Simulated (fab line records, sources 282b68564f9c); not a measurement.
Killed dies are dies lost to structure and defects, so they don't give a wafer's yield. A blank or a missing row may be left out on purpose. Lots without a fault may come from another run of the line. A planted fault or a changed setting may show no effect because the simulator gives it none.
A struck lot beside a sound one | flow rit_cmos | 15 steps out of a route of 202
Sound: wafers L662.1, L662.3, L662.6. Struck: wafer L672.3. (L672.2, L672.5 of the same lot were not struck and are left out.) The cause comes at the end.
At each step with rows: each side's tool, then ch and its chambers, then its first start. Under that, the readings that differ: sound wafers | struck wafers | difference of the means | sigmas: that difference in standard deviations of wafers without a fault.
alike: readings whose means differ by less than 2 such deviations, and words and numbers that are the same on both sides. not compared: withheld readings, readings that some wafer has no value for, bounds like >300 that may hide the same value, and numbers for which the record gives no deviation and whose values overlap.
The two part at a step that has a row with sigmas, a row that says differs or no value, or rows on one side only. Numbers that don't overlap but have no deviation are shown without sigmas and don't part them. A reading that every wafer of one side lacks parts them only if that side has two wafers or more.

first, 1 step without rows for these wafers: RIT_ACTIVE_OXIDATION_01 (target thk 46.8 nm, ox time 3360 s).
RIT_ACTIVE_THK_MEAS_02:
  sound on film_metro-03, day 2 00:55; struck on film_metro-02, day 4 00:04
  reading               | sound          | struck | difference | sigmas
  ACTIVE_OXIDE_THK (nm) | 46.1 45.5 46.1 | 47.8   | +1.9       | +2
then, 1 step without rows for these wafers: RIT_ACTIVE_CVD_03 (deposits Si3N4 from SiH2Cl2/NH3, target thk 150 nm, time 1500 s).
RIT_ACTIVE_THK_MEAS_04:
  sound on film_metro-01, day 2 02:23; struck on film_metro-01, day 4 01:32
  alike: ACTIVE_NITRIDE_THK
then, 6 steps without rows for these wafers: RIT_ACTIVE_HMDS_05 (prime time 60 s); RIT_ACTIVE_COAT_06 (resist thk 1000 nm); RIT_ACTIVE_SOFTBAKE_07 (time 60 s); RIT_ACTIVE_EXPOSE_08 (exposes mask M1, target cd 1400 nm); RIT_ACTIVE_PEB_09; RIT_ACTIVE_DEVELOP_10 (develop time 50 s).
RIT_ACTIVE_CD_MEAS_11: target cd 1400 nm.
  sound on cd_sem-02, day 2 03:18; struck on cd_sem-01, day 4 02:28
  alike: cd_nm
then, 1 step without rows for these wafers: RIT_ACTIVE_HARDBAKE_12 (time 60 s).
RIT_ACTIVE_ETCH_13: etches Si3N4 in SF6, stops on SiO2, time 210 s, target depth 210 nm.
  sound on rie_diel-02 ch 0,1, day 2 03:34; struck on rie_diel-03 ch 1, day 4 02:43
  reading                                     | sound             | struck | difference | sigmas
  oes_product_au (a.u.)                       | 0.830 0.824 0.836 | 0.941  | +0.111     | +9
  run_length_s (s)                            | 238.9 239.3 239.0 | 216.0  | -23.1      | -44
  model.NOVOLAK_of_ACTIVE_COAT_06.thk_nm (nm) | 662.6 648.9 665.3 | 678    | +19        |
  alike: drypump_motor_current_A, throttle_valve_pct
  not compared: rf_hours_counter_h
RIT_ACTIVE_STRIP_14: strips in O2, time 180 s.
  sound on plasma_asher-03 ch 0,1, day 2 03:43; struck on plasma_asher-02 ch 0, day 4 02:50
  reading                     | sound       | struck | difference | sigmas
  drypump_motor_current_A (A) | 5.7 5.6 5.6 | 6.4    | +0.8       | +2
  not compared: rf_hours_counter_h
RIT_M1_PROBE_99:
  sound on prober-02, day 4 00:19; struck on prober-02, day 5 21:37
  alike: killed_at_front_end, killed_dies, killed_open, killed_short

WHERE THEY PART
First at RIT_ACTIVE_THK_MEAS_02; last, within this record, at RIT_ACTIVE_STRIP_14. Later steps at which nothing parts them and some readings are alike: RIT_M1_PROBE_99.

WHY: what the simulator had put in
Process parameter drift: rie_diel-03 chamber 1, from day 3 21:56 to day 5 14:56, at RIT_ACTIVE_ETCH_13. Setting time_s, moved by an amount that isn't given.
